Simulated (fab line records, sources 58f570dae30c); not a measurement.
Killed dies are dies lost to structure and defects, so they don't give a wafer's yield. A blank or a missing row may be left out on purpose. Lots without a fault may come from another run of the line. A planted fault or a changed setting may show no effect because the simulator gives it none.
Split-lot experiment | flow berkeley_cmos170 | 5 lots, 23 wafers read, on a route of 331 steps

THE SPLIT
At UCB170_M3_PEB_13, the setting peb_temp_c was moved away from the recipe's 130 C on 11 of the 23 wafers read, by -2.8% to +2.1%. The other wafers ran this setting at the recipe's value.

FROM THE SPLIT TO THE READING: what the file shows between them, 5 steps
- UCB170_M3_DEVELOP_14: develop time 45 s
- UCB170_M3_CD_MEAS_15: target cd 700 nm
- UCB170_M3_ETCH_17: etches BARC in N2/H2
- UCB170_M3_METAL_ETCH_18: etches Al in Cl2/BCl3, stops on SiO2, target depth 1170 nm, time 186.4 s
- UCB170_M3_STRIP_19: strips in O2

THE READING
cd_nm, in nm, at UCB170_M3_CD_MEAS_90 (target cd 700 nm). Fault-free wafers of this fab line usually give 702 nm, standard deviation 3.3 nm.

wafer  | tool, chamber at the split | peb_temp_c as run, C | against the recipe | cd_nm, nm | against lot-mates on the recipe
L078.2 | litho_track-01, 0          | 130                  | recipe             | 702       | -
L078.3 | litho_track-01, 0          | 130                  | recipe             | 702       | -
L078.4 | litho_track-01, 0          | 126.4                | -2.8%              | 733       | +31
L078.5 | litho_track-01, 0          | 126.4                | -2.8%              | 732       | +30
L078.6 | litho_track-01, 0          | 126.4                | -2.8%              | 734       | +32
L076.1 | litho_track-03, 0          | 132.7                | +2.1%              | 683       | -16
L076.3 | litho_track-03, 0          | 130                  | recipe             | 700       | -
L076.4 | litho_track-03, 0          | 130                  | recipe             | 698       | -
L076.5 | litho_track-03, 0          | 132.7                | +2.1%              | 683       | -16
L076.6 | litho_track-03, 0          | 132.7                | +2.1%              | 681       | -18
L081.1 | litho_track-03, 0          | 130                  | recipe             | 704       | -
L081.4 | litho_track-03, 0          | 130                  | recipe             | 706       | -
L081.6 | litho_track-03, 0          | 130                  | recipe             | 706       | -
L082.2 | litho_track-02, 0          | 130                  | recipe             | 699       | -
L082.3 | litho_track-02, 0          | 131.1                | +0.8%              | 690       | -7
L082.4 | litho_track-02, 0          | 130                  | recipe             | 695       | -
L082.5 | litho_track-02, 0          | 131.1                | +0.8%              | 693       | -4
L082.6 | litho_track-02, 0          | 130                  | recipe             | 697       | -
L085.1 | litho_track-02, 0          | 132.7                | +2.1%              | 688       | -16
L085.2 | litho_track-02, 0          | 130                  | recipe             | 704       | -
L085.3 | litho_track-02, 0          | 132.7                | +2.1%              | 687       | -16
L085.4 | litho_track-02, 0          | 132.7                | +2.1%              | 690       | -14
L085.5 | litho_track-02, 0          | 130                  | recipe             | 703       | -

THE FIT
A straight line over all 23 wafers: cd_nm changes by -9.7 nm for each +1% of peb_temp_c; r = -0.97; the points scatter about the line by 4 nm.
The same after taking each lot's own level away (the mean of its wafers on the recipe; 23 wafers): -9.46 nm for each +1%; r = -0.99; scatter 2.4 nm.
On that fit, the largest move of peb_temp_c shifts the reading by 26 nm.
The lots' own levels span 697.0 to 705.3 nm, that is 2.5 times the standard deviation above.
So the lot-to-lot level changes the slope little: the two slopes agree.
Check: with one of the wafers moved furthest among these (-2.8%) left out of the fit, the line predicts +27.1 nm for it against its lot-mates. It came out at +31 nm against them.

OTHER SPLITS ON THESE WAFERS
These wafers also went through other splits before the reading. Each is held against what the fit with the lots' levels taken away leaves over:
other split on the same wafers      | wafers away from the commonest value | r with cd_nm (lot level and that fit taken away)
UCB170_V1_PEB_10 peb_temp_c         | 7                                    | +0.02
UCB170_M2_SPUTTER_01 power_w        | 10                                   | +0.64
UCB170_V2_CMP_02 leave_above_ref_nm | 10                                   | +0.16
UCB170_V2_SOFTBAKE_08 time_s        | 4                                    | -0.29

THE WHOLE CHAIN: every reading that the file lists as answering this split, in the file's order
step                    | what it does                                                             | reading                                                   | change (the file's fit)              | r (the file's)
UCB170_M3_CD_MEAS_15    | target cd 700 nm                                                         | cd_nm                                                     | -8.85 nm for each +1% of the setting | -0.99
UCB170_M3_ETCH_17       | etches BARC in N2/H2                                                     | M3.cd_nm (the simulator's own value, which no gauge read) | -9.08 nm for each +1% of the setting | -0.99
UCB170_M3_METAL_ETCH_18 | etches Al in Cl2/BCl3, stops on SiO2, target depth 1170 nm, time 186.4 s | M3.cd_nm (the simulator's own value, which no gauge read) | -9.31 nm for each +1% of the setting | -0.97
UCB170_M3_CD_MEAS_90    | target cd 700 nm                                                         | cd_nm                                                     | -9.23 nm for each +1% of the setting | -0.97

THE FILE'S OWN FIT
cd_nm changes by -9.23 nm for each +1% of peb_temp_c, r = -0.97.
